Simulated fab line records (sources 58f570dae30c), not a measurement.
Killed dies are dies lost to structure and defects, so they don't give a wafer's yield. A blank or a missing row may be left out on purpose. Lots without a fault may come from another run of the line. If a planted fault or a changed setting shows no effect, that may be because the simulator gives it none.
fab line records -- flow berkeley_cmos170
[record] lots = 15, wafers = 45, last_day = 12
route steps=331 shown BACKSIDE@202 SILICIDE@214 CONTACT@224
lots that met no fault: from a run of the same line without faults
start_h: hours from the record's opening day to when the first of the lot's shown wafers began -- wait_h: hours since the lot's step before -- " identical to the entry in the row above -- L1.1+2: one row covering several wafers at once -- - no value, or no start was given -- * or withheld: withheld -- < > ~ a bound
route shown NAME@n: NAME is a module with steps in the file, n the number in the route of the first one -- usual: mean/standard deviation taken from wafers without a fault -- same: alike in all rows -- chamber/n: place in a boat -- sites: the reading at each site -- _std_site: standard deviation of those values -- _edge_site: inner sites' mean taken away from outer sites' mean -- radius_mm: for every site, how far away it sits from the centre of the wafer -- mask NAME#n: copy n -- behind: the most recent tool/chamber to have shaped the wafer -- hold: why the lot was held/for how many hours/how that ended -- device: the transistor (n, p or np) that didn't switch -- end of line: the route-end tests of the same wafers -- a step with no rows: only its recipe -- killed: dies that structure and defects cost at the first sort, which is not the same as the wafer's yield -- map: per-die view of a wafer (x killed, . not killed, _ where there is no die)
set.NAME: the setting as run; set.NAME@STEP: as run at that earlier step -- model.NAME: the simulator's own value behind a step, which no gauge read
the route's steps for a sample of lots (tables are steps, rows are wafers)
services: the hour from which a tool's chamber was out of use, counted from the record's first day as start_h (under 0 if before that day), plus the number of hours and why
[[steps]]
[step UCB170_BACKSIDE_STRIP_03]
[recipe] chemistry = O2, power_w = 400, pressure_mtorr = 3500, platen_temp_c = withheld, o2_flow_sccm = 400, overash_fraction = 0.5
[usual] drypump_motor_current_A = 5.3/0.44, oes_product_au = 0.734/0.0047, strip_time_to_endpoint_s = 21.96/0.05
lot.wafer,tool,chamber,start_h,wait_h,drypump_motor_current_A,oes_product_au,rf_hours_counter_h,strip_time_to_endpoint_s
L498.3,plasma_asher-01,1,147.31,0.1,5.3,0.731,-,21.99
L498.4,plasma_asher-01,0,147.31,0.1,5.9,0.732,-,22.01
L498.6,plasma_asher-01,0,147.31,0.1,5.9,0.742,-,22.05
L499.2,plasma_asher-04,0,171.77,0.1,5.7,0.736,44,21.97
L499.3,plasma_asher-04,0,171.77,0.1,5.7,0.736,-,21.91
L499.4,plasma_asher-04,1,171.77,0.1,4.7,0.731,-,21.93
L503.3,plasma_asher-03,0,178.34,0.1,4.9,0.726,-,21.99
L503.4,plasma_asher-03,1,178.34,0.1,4.9,0.736,-,22.03
L503.5,plasma_asher-03,1,178.34,0.1,5.0,0.734,-,21.97
L502.1,plasma_asher-04,0,178.79,0.1,5.7,0.736,45,22.00
L502.4,plasma_asher-04,0,178.79,0.1,5.7,0.736,-,22.01
L502.6,plasma_asher-04,0,178.79,0.1,5.7,0.737,-,21.98
L505.1,plasma_asher-03,0,191.62,0.1,4.8,0.736,41,21.98
L505.3,plasma_asher-03,0,191.62,0.1,4.8,0.728,-,21.97
L505.5,plasma_asher-03,0,191.62,0.1,4.9,0.741,-,21.98
L507.1,plasma_asher-04,0,216.11,0.1,5.7,0.731,48,21.95
L507.4,plasma_asher-04,0,216.11,0.1,5.7,0.730,-,21.91
L507.5,plasma_asher-04,0,216.11,0.1,5.7,0.726,-,21.91
L508.2,plasma_asher-01,0,216.11,0.1,5.9,0.734,10,21.92
L508.3,plasma_asher-01,0,216.11,0.1,5.9,0.732,-,21.91
L508.6,plasma_asher-01,1,216.11,0.1,5.3,0.732,-,21.96
L506.1,plasma_asher-03,0,216.45,0.1,4.8,0.735,43,21.96
L506.4,plasma_asher-03,1,216.45,0.1,5.0,0.731,-,21.96
L506.6,plasma_asher-03,0,216.45,0.1,4.8,0.731,-,21.97
L511.2,plasma_asher-01,1,228.70,0.1,5.3,0.741,12,21.83
L511.4,plasma_asher-01,0,228.70,0.1,5.9,0.740,-,21.96
L511.6,plasma_asher-01,0,228.70,0.1,5.9,0.725,-,21.99
L515.3,plasma_asher-01,1,247.24,0.1,5.3,0.738,-,21.88
L515.4,plasma_asher-01,0,247.24,0.1,5.9,0.728,-,21.85
L515.5,plasma_asher-01,1,247.24,0.1,5.3,0.729,-,21.93
L516.1,plasma_asher-04,1,247.38,0.1,4.7,0.735,53,22.02
L516.5,plasma_asher-04,0,247.38,0.1,5.7,0.741,-,22.03
L516.6,plasma_asher-04,1,247.38,0.1,4.7,0.735,-,22.01
L517.2,plasma_asher-04,1,247.66,0.1,4.7,0.730,53,21.94
L517.3,plasma_asher-04,1,247.66,0.1,4.7,0.734,-,21.91
L517.4,plasma_asher-04,0,247.66,0.1,5.7,0.725,-,21.91
L518.2,plasma_asher-01,0,257.33,0.1,5.9,0.737,16,21.94
L518.3,plasma_asher-01,1,257.33,0.1,5.3,0.732,-,21.92
L518.6,plasma_asher-01,1,257.33,0.1,5.3,0.740,-,21.91
L519.1,plasma_asher-04,1,257.61,0.1,4.7,0.741,54,22.00
L519.5,plasma_asher-04,1,257.61,0.1,4.7,0.735,-,21.94
L519.6,plasma_asher-04,0,257.61,0.1,5.7,0.746,-,22.00
L521.1,plasma_asher-01,1,275.22,0.1,5.3,0.742,19,21.98
L521.4,plasma_asher-01,0,275.22,0.1,5.9,0.744,-,21.93
L521.6,plasma_asher-01,0,275.22,0.1,5.9,0.743,-,22.03
[step UCB170_SILICIDE_RTA_04]
[recipe] temp_c = 650, time_s = 15, ambient = N2
[usual] anneal_temp_c_max = 655.1/1.3, chamber_o2_ppm = 1.999/0.022, lamp_power_pct = 10.7/0.53, wafer_temp_C_max = 652.5/0.58
lot.wafer,tool,chamber,start_h,wait_h,anneal_temp_c_max,chamber_o2_ppm,lamp_power_pct,wafer_temp_C_max
L498.3,rtp_anneal-02,0,148.61,0.1,654.3,2.019,11.2,651.8
L498.4,rtp_anneal-02,0,148.61,0.1,654.8,2.005,11.2,653.4
L498.6,rtp_anneal-02,0,148.61,0.1,654.5,1.997,11.2,653.0
L499.2,rtp_anneal-01,0,172.95,0.1,657.7,1.974,10.2,652.1
L499.3,rtp_anneal-01,0,172.95,0.1,656.3,1.981,10.2,652.6
L499.4,rtp_anneal-01,0,172.95,0.1,658.2,2.001,10.2,653.1
L503.3,rtp_anneal-01,0,179.49,0.1,656.6,2.007,10.1,651.7
L503.4,rtp_anneal-01,0,179.49,0.1,656.1,2.008,10.1,652.9
L503.5,rtp_anneal-01,0,179.49,0.1,654.8,2.012,10.1,651.8
L502.1,rtp_anneal-02,0,179.95,0.1,653.9,2.053,11.2,652.5
L502.4,rtp_anneal-02,0,179.95,0.1,654.2,2.019,11.2,653.0
L502.6,rtp_anneal-02,0,179.95,0.1,653.0,2.024,11.2,652.4
L505.1,rtp_anneal-02,0,192.77,0.1,653.6,2.009,11.2,653.3
L505.3,rtp_anneal-02,0,192.77,0.1,653.8,2.005,11.2,652.5
L505.5,rtp_anneal-02,0,192.77,0.1,654.9,1.969,11.2,652.0
L507.1,rtp_anneal-02,0,217.27,0.1,654.5,1.961,11.2,651.7
L507.4,rtp_anneal-02,0,217.27,0.1,654.5,1.969,11.2,652.8
L507.5,rtp_anneal-02,0,217.27,0.1,653.8,2.007,11.2,651.4
L508.2,rtp_anneal-01,0,217.28,0.1,658.8,2.008,10.2,652.6
L508.3,rtp_anneal-01,0,217.28,0.1,655.9,2.017,10.2,652.6
L508.6,rtp_anneal-01,0,217.28,0.1,655.7,2.035,10.2,652.5
L506.1,rtp_anneal-01,0,217.61,0.1,657.5,1.957,10.2,652.3
L506.4,rtp_anneal-01,0,217.61,0.1,657.2,2.000,10.2,652.4
L506.6,rtp_anneal-01,0,217.61,0.1,655.2,1.970,10.1,651.9
L511.2,rtp_anneal-02,0,229.86,0.1,653.5,1.974,11.2,652.1
L511.4,rtp_anneal-02,0,229.86,0.1,653.5,1.988,11.2,653.9
L511.6,rtp_anneal-02,0,229.86,0.1,654.4,2.009,11.2,652.5
L515.3,rtp_anneal-02,0,248.45,0.1,653.8,1.975,11.2,651.9
L515.4,rtp_anneal-02,0,248.45,0.1,653.7,1.976,11.2,653.5
L515.5,rtp_anneal-02,0,248.45,0.1,653.7,1.994,11.2,652.7
L516.1,rtp_anneal-01,0,248.68,0.1,656.0,2.012,10.2,651.9
L516.5,rtp_anneal-01,0,248.68,0.1,655.5,1.977,10.2,652.0
L516.6,rtp_anneal-01,0,248.68,0.1,656.3,2.015,10.2,652.8
L517.2,rtp_anneal-02,0,249.04,0.1,656.0,1.978,11.2,653.8
L517.3,rtp_anneal-02,0,249.04,0.1,654.2,2.026,11.2,651.9
L517.4,rtp_anneal-02,0,249.04,0.1,654.0,1.976,11.2,652.8
L518.2,rtp_anneal-02,0,258.52,0.1,653.7,1.987,11.2,654.6
L518.3,rtp_anneal-02,0,258.52,0.1,655.0,2.025,11.2,652.3
L518.6,rtp_anneal-02,0,258.52,0.1,654.1,2.015,11.2,651.9
L519.1,rtp_anneal-01,0,258.77,0.1,656.5,2.001,10.2,652.3
L519.5,rtp_anneal-01,0,258.77,0.1,654.6,1.995,10.2,652.2
L519.6,rtp_anneal-01,0,258.77,0.1,656.7,1.992,10.1,651.9
L521.1,rtp_anneal-01,0,276.38,0.1,657.2,2.051,10.2,652.8
L521.4,rtp_anneal-01,0,276.38,0.1,657.2,2.035,10.2,653.0
L521.6,rtp_anneal-01,0,276.38,0.1,655.7,2.030,10.2,652.6
[step UCB170_CONTACT_RTA_08]
[recipe] temp_c = 900, time_s = 10, ambient = N2
[usual] anneal_temp_c_max = 907.1/1.7, chamber_o2_ppm = 1.996/0.02, lamp_power_pct = 25.0/1.2, wafer_temp_C_max = 903.7/0.81
lot.wafer,tool,chamber,start_h,wait_h,anneal_temp_c_max,chamber_o2_ppm,lamp_power_pct,wafer_temp_C_max
L498.3,rtp_anneal-02,0,153.12,0.0,907.3,1.978,26.2,903.4
L498.4,rtp_anneal-02,0,153.12,0.0,907.9,2.028,26.2,904.5
L498.6,rtp_anneal-02,0,153.12,0.0,904.8,2.016,26.2,903.5
L499.2,rtp_anneal-02,0,176.71,0.0,907.5,2.014,26.1,903.9
L499.3,rtp_anneal-02,0,176.71,0.0,905.9,1.972,26.2,903.0
L499.4,rtp_anneal-02,0,176.71,0.0,905.0,1.982,26.2,904.5
L503.3,rtp_anneal-01,0,182.78,0.0,909.2,2.001,23.7,903.9
L503.4,rtp_anneal-01,0,182.78,0.0,908.7,2.002,23.7,905.3
L503.5,rtp_anneal-01,0,182.78,0.0,910.3,1.990,23.7,903.0
L502.1,rtp_anneal-02,0,183.15,0.0,906.3,1.999,26.2,902.7
L502.4,rtp_anneal-02,0,183.15,0.0,905.7,1.974,26.1,903.3
L502.6,rtp_anneal-02,0,183.15,0.0,906.0,1.956,26.2,902.6
L505.1,rtp_anneal-01,0,196.91,0.0,908.3,1.967,23.7,904.0
L505.3,rtp_anneal-01,0,196.91,0.0,909.0,1.996,23.7,904.1
L505.5,rtp_anneal-01,0,196.91,0.0,910.7,2.006,23.7,903.2
L507.1,rtp_anneal-02,-,220.84,0.0,-,-,-,-
L507.4,rtp_anneal-02,-,220.84,0.0,-,-,-,-
L507.5,rtp_anneal-02,-,220.84,0.0,-,-,-,-
L506.1,rtp_anneal-01,-,221.01,0.0,-,-,-,-
L506.4,rtp_anneal-01,-,221.01,0.0,-,-,-,-
L506.6,rtp_anneal-01,-,221.01,0.0,-,-,-,-
L508.2,rtp_anneal-02,-,221.03,0.0,-,-,-,-
L508.3,rtp_anneal-02,-,221.03,0.0,-,-,-,-
L508.6,rtp_anneal-02,-,221.03,0.0,-,-,-,-
L511.2,rtp_anneal-01,0,232.70,0.0,909.5,1.991,23.7,902.8
L511.4,rtp_anneal-01,0,232.70,0.0,909.6,1.994,23.7,902.7
L511.6,rtp_anneal-01,0,232.70,0.0,909.2,1.978,23.7,904.1
L516.1,rtp_anneal-02,0,252.49,0.0,905.8,1.999,26.1,904.7
L516.5,rtp_anneal-02,0,252.49,0.0,906.1,1.987,26.2,905.4
L516.6,rtp_anneal-02,0,252.49,0.0,905.5,2.012,26.1,905.8
L515.3,rtp_anneal-01,0,252.51,0.0,908.2,2.007,23.8,903.8
L515.4,rtp_anneal-01,0,252.51,0.0,906.9,2.000,23.7,902.7
L515.5,rtp_anneal-01,0,252.51,0.0,908.8,2.002,23.7,903.9
L517.2,rtp_anneal-01,0,253.92,0.0,908.6,2.012,23.7,903.9
L517.3,rtp_anneal-01,0,253.92,0.0,908.5,2.003,23.7,903.7
L517.4,rtp_anneal-01,0,253.92,0.0,908.5,1.967,23.7,904.4
L518.2,rtp_anneal-02,0,261.35,0.0,905.5,1.961,26.2,903.2
L518.3,rtp_anneal-02,0,261.35,0.0,905.4,1.984,26.2,903.8
L518.6,rtp_anneal-02,0,261.35,0.0,906.4,1.996,26.2,903.5
L519.1,rtp_anneal-01,0,261.79,0.0,907.0,2.034,23.7,904.4
L519.5,rtp_anneal-01,0,261.79,0.0,907.5,2.032,23.7,903.6
L519.6,rtp_anneal-01,0,261.79,0.0,907.1,2.023,23.7,903.9
L521.1,rtp_anneal-01,0,279.54,0.0,909.3,2.038,23.7,903.6
L521.4,rtp_anneal-01,0,279.54,0.0,907.4,1.992,23.7,903.8
L521.6,rtp_anneal-01,0,279.54,0.0,905.9,2.015,23.7,902.6
[step UCB170_CONTACT_ETCH_17]
[recipe] chemistry = N2/H2, target_depth_a = withheld, overetch_a = withheld, target = BARC, time_s = withheld, source_w = 500, bias_w = 100, pressure_mtorr = 30, n2_flow_sccm = 100, h2_flow_sccm = 200
[usual] bias_w = 100.0/0.3, drypump_motor_current_A = 5.9/0.5, oes_product_au = 0.996/0.018, throttle_valve_pct = 13.36/0.17
lot.wafer,tool,chamber,start_h,wait_h,bias_w,drypump_motor_current_A,oes_product_au,throttle_valve_pct
L498.3,rie_diel-04,3,154.92,0.0,100.3,5.9,0.953,13.56
L498.4,rie_diel-04,0,154.92,0.0,100.3,5.6,1.009,13.55
L498.6,rie_diel-04,1,154.92,0.0,100.2,6.4,0.994,13.24
L499.2,rie_diel-01,0,178.13,0.0,100.7,6.6,0.995,13.32
L499.3,rie_diel-01,1,178.13,0.0,100.6,5.7,0.986,13.14
L499.4,rie_diel-01,3,178.13,0.0,99.4,4.8,1.013,13.62
L503.3,rie_diel-01,0,183.83,0.0,99.9,6.6,0.993,13.34
L503.4,rie_diel-01,2,183.83,0.0,99.9,6.4,0.979,13.40
L503.5,rie_diel-01,0,183.83,0.0,100.3,6.5,1.009,13.31
L502.1,rie_diel-04,2,184.22,0.0,99.9,5.8,1.009,13.53
L502.4,rie_diel-04,3,184.22,0.0,99.8,5.9,0.955,13.58
L502.6,rie_diel-04,2,184.22,0.0,99.7,5.8,0.996,13.54
L505.1,rie_diel-01,3,198.34,0.0,99.9,4.8,0.995,13.62
L505.3,rie_diel-01,2,198.34,0.0,100.1,6.5,0.972,13.37
L505.5,rie_diel-01,0,198.34,0.0,100.0,6.6,0.984,13.33
L507.1,rie_diel-04,0,222.24,0.0,99.9,5.6,1.010,13.55
L507.4,rie_diel-04,2,222.24,0.0,99.9,5.8,1.006,13.53
L507.5,rie_diel-04,1,222.24,0.0,100.6,6.4,0.994,13.25
L506.1,rie_diel-01,0,222.51,0.0,100.0,6.6,1.005,13.32
L506.4,rie_diel-01,2,222.51,0.0,99.9,6.5,0.976,13.39
L506.6,rie_diel-01,3,222.51,0.0,100.6,4.8,1.011,13.64
L508.2,rie_diel-03,2,222.80,0.0,100.1,5.6,1.007,13.33
L508.3,rie_diel-03,3,222.80,0.0,99.9,6.0,0.995,13.14
L508.6,rie_diel-03,2,222.80,0.0,100.4,5.5,1.013,13.33
L511.2,rie_diel-04,3,234.28,0.0,100.3,5.9,0.951,13.57
L511.4,rie_diel-04,0,234.28,0.0,99.9,5.6,1.009,13.56
L511.6,rie_diel-04,3,234.28,0.0,99.7,5.9,0.953,13.57
L515.3,rie_diel-01,3,254.05,0.0,100.2,4.8,1.007,13.63
L515.4,rie_diel-01,1,254.05,0.0,100.1,5.7,0.955,13.13
L515.5,rie_diel-01,2,254.05,0.0,100.0,6.5,0.984,13.38
L516.1,rie_diel-03,3,254.18,0.0,100.8,6.0,0.996,13.12
L516.5,rie_diel-03,0,254.18,0.0,99.8,5.9,1.018,13.14
L516.6,rie_diel-03,1,254.18,0.0,100.2,6.3,1.011,13.27
L517.2,rie_diel-03,3,255.32,0.0,100.1,6.0,1.002,13.13
L517.3,rie_diel-03,0,255.32,0.0,100.2,5.9,1.025,13.16
L517.4,rie_diel-03,1,255.32,0.0,100.3,6.2,1.025,13.28
L518.2,rie_diel-04,1,262.64,0.0,100.4,6.5,0.989,13.25
L518.3,rie_diel-04,3,262.64,0.0,99.7,5.9,0.958,13.59
L518.6,rie_diel-04,3,262.64,0.0,99.8,5.9,0.969,13.55
L519.1,rie_diel-01,1,263.64,0.0,100.5,5.7,0.959,13.14
L519.5,rie_diel-01,3,263.64,0.0,100.1,4.8,1.015,13.63
L519.6,rie_diel-01,2,263.64,0.0,100.4,6.5,0.976,13.39
L521.1,rie_diel-03,0,280.76,0.0,100.0,5.9,1.020,13.16
L521.4,rie_diel-03,2,280.76,0.0,99.7,5.5,1.017,13.31
L521.6,rie_diel-03,1,280.76,0.0,100.4,6.2,1.015,13.29
[[services]]
tool,chamber,start_h,hours,kind
rie_diel-01,1,133.93,4.3,repair
rie_diel-04,3,134.25,3.0,repair
rie_diel-04,-,136.60,0.8,repair
rie_diel-01,0,138.26,-,clean
rie_diel-01,0,138.26,16.5,scheduled_down
rie_diel-01,0,138.26,16.5,vent_cycle
rie_diel-01,-,138.90,7.6,repair
rtp_anneal-01,-,144.57,1.0,repair
rie_diel-04,-,148.61,0.8,repair
rie_diel-03,3,151.15,3.8,repair
rie_diel-03,3,173.54,-,clean
rie_diel-03,3,173.54,18.2,scheduled_down
rie_diel-03,3,173.54,18.2,vent_cycle
rie_diel-01,-,191.57,2.8,pm
rie_diel-01,1,204.04,-,clean
rie_diel-01,1,204.04,24.9,scheduled_down
rie_diel-01,1,204.04,24.9,vent_cycle
rie_diel-04,3,204.64,27.2,repair
plasma_asher-01,-,234.27,2.3,repair
rie_diel-03,2,242.82,14.6,repair
plasma_asher-03,-,261.27,34.0,repair
rie_diel-04,0,261.47,2.5,repair
rtp_anneal-02,-,276.13,4.2,pm
[[key]]
[first_sign] step = UCB170_CONTACT_RTA_08, reading = tool_record, direction = missing
effect none on later readings
met_at UCB170_CONTACT_RTA_08
struck_lots L506,L507,L508
later_rows_left_out L506.1,L506.4,L506.6,L507.1,L507.4,L507.5,L508.2,L508.3,L508.6
sort_left_out L506.1,L506.4,L506.6,L507.1,L507.4,L507.5,L508.2,L508.3,L508.6
tester_left_out L506,L507,L508
not_acting_at UCB170_BACKSIDE_STRIP_03,UCB170_SILICIDE_RTA_04,UCB170_CONTACT_ETCH_17
onset_between 196.91 220.84
[fault] kind = skipped_step_whole, tool = rtp_anneal-01,rtp_anneal-02, chamber = -, onset_h = 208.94, steps = UCB170_CONTACT_RTA_08, scope = struck_lots_only
// tester_left_out: of these lots the tester's yield and bins aren't shown, on N5 and GAA mostly nor the transistor test; their killed dies are dies lost to structure and defects alone, not to doping, threshold or leakage, so they don't give the yield
// sort_left_out: the simulated sort isn't trusted on such a fault, so these wafers' sort isn't shown, and their yield isn't known
// later_rows_left_out: the simulator's readings of these wafers behind a module that went badly wrong aren't trusted and aren't shown, but for the sort
